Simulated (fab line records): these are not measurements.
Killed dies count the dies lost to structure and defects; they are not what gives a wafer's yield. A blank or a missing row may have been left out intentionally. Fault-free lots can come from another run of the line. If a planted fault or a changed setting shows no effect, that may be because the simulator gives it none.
Code-filled problem report in 8D (eight disciplines) form ; flow berkeley_cmos170 ; the parts of the form that need people (team, actions taken, sign-off) are left out

## 1. THE ISSUE
ACTIVE_NITRIDE_THK at UCB170_ACTIVE_THK_MEAS_06 reads a mean of 277.3 nm on 3 wafers of 1 lot; wafers without a fault read 219.5 nm with a standard deviation of 1.9. That is +30 standard deviations from the usual mean.
The first sign was on wafer L358.1 at day 7 12:30, on film_metro-03. The record holds 39 wafers of 13 lots with a number at this step. Rule for "out" (also "out of limits"): further than 4 standard deviations from the usual mean. All remaining wafers that have a number are taken as sound.

## 2. WHAT IT IS AND WHAT IT IS NOT
question;is;is not
which readings at this step;ACTIVE_NITRIDE_THK;-
which lots;L358;L341, L342, L343, L344, L345, L346, L347, L348, L351, L354, L362, L363
which wafers of those lots;all that have a number;-
read on which gauges;film_metro-03;film_metro-01, film_metro-04
when;from day 7 12:30;"up to then (30 sound wafers); but 6 sound wafers of L362, L363 came after"

## 3. SUSPECTS, AND WHAT RULES EACH OUT
Counting: a tool at a process step up to the reading stays a suspect if it ran every lot that is out and no sound lot after the first of them.
- the gauge at UCB170_ACTIVE_THK_MEAS_06 has been ruled out. All the wafers that are out were read on film_metro-03, but those of them that UCB170_ACTIVE_ETCH_15 has rows for are out there too, on other tools.
- plasma_asher-02 at UCB170_PWELL_STRIP_16 (strips in O2): kept. It ran the lot that is out, L358 (day 6 05:44), and no sound lot after that; its last sound lot up to then is L342 (day 3 05:52).
- lpcvd-01 at UCB170_ACTIVE_CVD_05 (deposits Si3N4 from SiH2Cl2/NH3, target thk 220 nm, time 3300 s): kept. It ran the lot that is out, L358 (day 7 10:35), and no sound lot after that; its last sound lot up to then is L354 (day 6 09:47).
The count leaves lpcvd-01 at UCB170_ACTIVE_CVD_05 and plasma_asher-02 at UCB170_PWELL_STRIP_16.

## 4. THE CAUSE (what the simulator had put in)
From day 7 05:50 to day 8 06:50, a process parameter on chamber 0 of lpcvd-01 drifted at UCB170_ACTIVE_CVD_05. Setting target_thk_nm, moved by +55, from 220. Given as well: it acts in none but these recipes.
Counting left 2 suspects, and this tool is among them.

## 5. THE CHAIN OF EFFECTS, in route order
One row per reading whose mean, taken over the struck wafers that have a number, lies over 3 standard deviations from the usual. Only readings for which the record gives a usual standard deviation are gone through. hours: the time from each lot's start at the first step in this table that gives one to its start at this step, as a median over the lots. sigmas: the change in usual standard deviations.
hours;step;reading;usual;on struck wafers;change;sigmas
0;UCB170_ACTIVE_THK_MEAS_06;ACTIVE_NITRIDE_THK;219.5 nm;277.3;+57.8;+30
2;UCB170_ACTIVE_ETCH_15;oes_product_au;0.937 a.u.;0.997;+0.060;+5.0
The process steps in it:
- UCB170_ACTIVE_ETCH_15: etches Si3N4 in CH3F/Ar/O2, stops on SiO2, target depth 242 nm, time 151 s.

## 6. WHAT WOULD HAVE CAUGHT IT SOONER
In this record the first reading out of limits at a measuring or inspecting step was taken at day 7 12:30, 7 hours after the fault began at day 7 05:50.
No tool reading at UCB170_ACTIVE_CVD_05 that has a usual standard deviation in the record was out on any struck wafer, so an alarm limit of 4 standard deviations on those readings would not have fired.
By day 7 12:30 the whole set of lots that are out, 1 in number, had already begun UCB170_ACTIVE_CVD_05 on lpcvd-01. Holding the tool at that point would not have protected any of them.
